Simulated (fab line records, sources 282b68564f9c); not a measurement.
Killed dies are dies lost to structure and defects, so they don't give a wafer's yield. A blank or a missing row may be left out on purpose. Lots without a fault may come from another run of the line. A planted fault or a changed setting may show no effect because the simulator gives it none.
Chamber matching | flow rit_cmos | RIT_CONTACT_CVD_00 on pecvd-01: 3 sister chambers
The step deposits SiO2 from TEOS, target thk 400 nm, time 62.96 s. 6 wafers are shown with their chamber, then 7 later ones without.

WAFERS WITH THEIR CHAMBER
wafer  | chamber | heater_power_w (W)
L665.2 | 0       | 378
L668.1 | 2       | 341
L668.3 | 1       | 477
L668.4 | 0       | 364
L670.1 | 2       | 373
L670.3 | 1       | 446

WAFERS WITHOUT THEIR CHAMBER
wafer  | heater_power_w (W)
L670.4 | 395
L673.2 | 504
L673.4 | 288
L673.5 | 515
L676.4 | 344
L676.5 | 523
L676.6 | 284

WHICH CHAMBER EACH WENT THROUGH
wafer  | from the rows above     | in truth
L670.4 | can't be placed: 0 or 2 | 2
L673.2 | 1                       | 1
L673.4 | can't be placed: 2 or 0 | 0
L673.5 | 1                       | 1
L676.4 | can't be placed: 2 or 0 | 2
L676.5 | 1                       | 1
L676.6 | can't be placed: 2 or 0 | 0
Placed correctly: 3 of 7. Can't be placed from these rows: 4 (the true chamber is among the candidates in 4). Placed wrongly: 0.
How it was worked out, from the rows above alone: a wafer's distance from a chamber is the root of the sum, over the readings, of the square of ((its reading less the chamber's mean) divided by the reading's scatter). The wafer belongs to the nearest chamber; if the next one is less than 2 further off, it can't be placed. A chamber's mean is the mean of its shown wafers. The scatter: the root of (the sum of the squares of (reading less its chamber's mean) over the shown wafers, divided by (wafers less chambers)).
